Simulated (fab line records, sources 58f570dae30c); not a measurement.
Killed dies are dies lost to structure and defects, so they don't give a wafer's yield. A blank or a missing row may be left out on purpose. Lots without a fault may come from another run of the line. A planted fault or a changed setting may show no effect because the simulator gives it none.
One fault seen from 2 desks | flow berkeley_cmos170 | each desk has only its own numbers; what lay behind them comes last

THE TOOL OWNER'S DESK: implanter-04
The tool's own readings at UCB170_NSD_IMPLANT_08: means of the sampled wafers that have a number, for each lot that ran on this tool. A lot is out of limits, marked OUT, if its mean lies more than 4 standard deviations from the usual mean; the brackets give that distance.
Columns: A = beam_energy_keV at UCB170_NSD_IMPLANT_08, usual 40.000; B = tilt_deg at UCB170_NSD_IMPLANT_08, usual 7.006 degrees
lot  | first seen here | A                        | B
L567 | day 8 03:23     | 40.011                   | 6.995
L570 | day 8 17:58     | 39.997                   | 7.002
L578 | day 10 04:28    | 26.806 (-99 or more) OUT | 7.009
L580 | day 10 08:26    | 26.788 (-99 or more) OUT | 6.997
This desk's finding: out of limits on L578, L580; first on L578, day 10 04:28 (beam_energy_keV at UCB170_NSD_IMPLANT_08). In limits: L567, L570.

THE METROLOGY DESK
What the gauges read, lot by lot, whatever tool the lot ran on: means of the sampled wafers that have a number. A lot is out of limits, marked OUT, if its mean lies more than 4 standard deviations from the usual mean; the brackets give that distance.
Columns: A = NWELL_OVL at UCB170_NWELL_OVL_MEAS_12, usual 1 nm; B = NSD_TW at UCB170_NSD_TW_MEAS_10, usual 4221; C = NSD_RS at UCB170_SDANNEAL_RS_MEAS_03, usual 37.41 ohm/sq; D = SILICIDE_TI_RS at UCB170_SILICIDE_RS_MEAS_02, usual 24.6 ohm/sq
lot  | first seen here | A  | B              | C               | D
L563 | day 2 10:16     | 2  | 4179           | 37.41           | 24.9
L567 | day 3 05:13     | 3  | 4277           | 37.47           | 24.5
L568 | day 3 13:05     | 3  | 4284           | 37.65           | 24.3
L569 | day 3 16:17     | -4 | 4187           | 37.50           | 24.5
L570 | day 4 04:23     | 3  | 4167           | 37.32           | 24.6
L574 | day 4 18:23     | 2  | 4210           | 37.45           | 24.9
L576 | day 5 12:13     | -3 | 4204           | 37.41           | 24.0
L577 | day 5 16:40     | -1 | 4190           | 37.25           | 24.6
L578 | day 5 20:59     | 2  | 3812 (-11) OUT | 42.74 (+48) OUT | 24.5
L580 | day 6 01:51     | -1 | 3813 (-11) OUT | 42.86 (+50) OUT | 24.9
L579 | day 6 02:08     | -3 | 4251           | 37.51           | 24.2
L582 | day 6 10:44     | -3 | 4171           | 37.46           | 24.9
L583 | day 6 18:01     | 7  | 4259           | 37.29           | 25.0
L585 | day 7 03:20     | 8  | 4208           | 37.34           | 24.7
This desk's finding: out of limits on L578, L580; first on L578, day 10 04:43 (NSD_TW at UCB170_NSD_TW_MEAS_10). In limits: L563, L567, L568, L569, L570, L574, L576, L577, L579, L582, L583, L585.

PUT TOGETHER
The tool owner's desk could have raised an alarm at day 10 04:28, on L578, L580.
The metrology desk could have raised an alarm at day 10 04:43, on L578, L580.
Of the lots named, all ran UCB170_NSD_IMPLANT_08 on implanter-04.

WHAT THE SIMULATOR HAD PUT IN
Process parameter drift: implanter-04, from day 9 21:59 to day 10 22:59, at UCB170_NSD_IMPLANT_08. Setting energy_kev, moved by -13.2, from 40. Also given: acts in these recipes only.
Lots struck among those shown: L578, L580.
Hours from the fault's start to each desk's first reading out of limits: the tool owner's desk, 6; the metrology desk, 7.
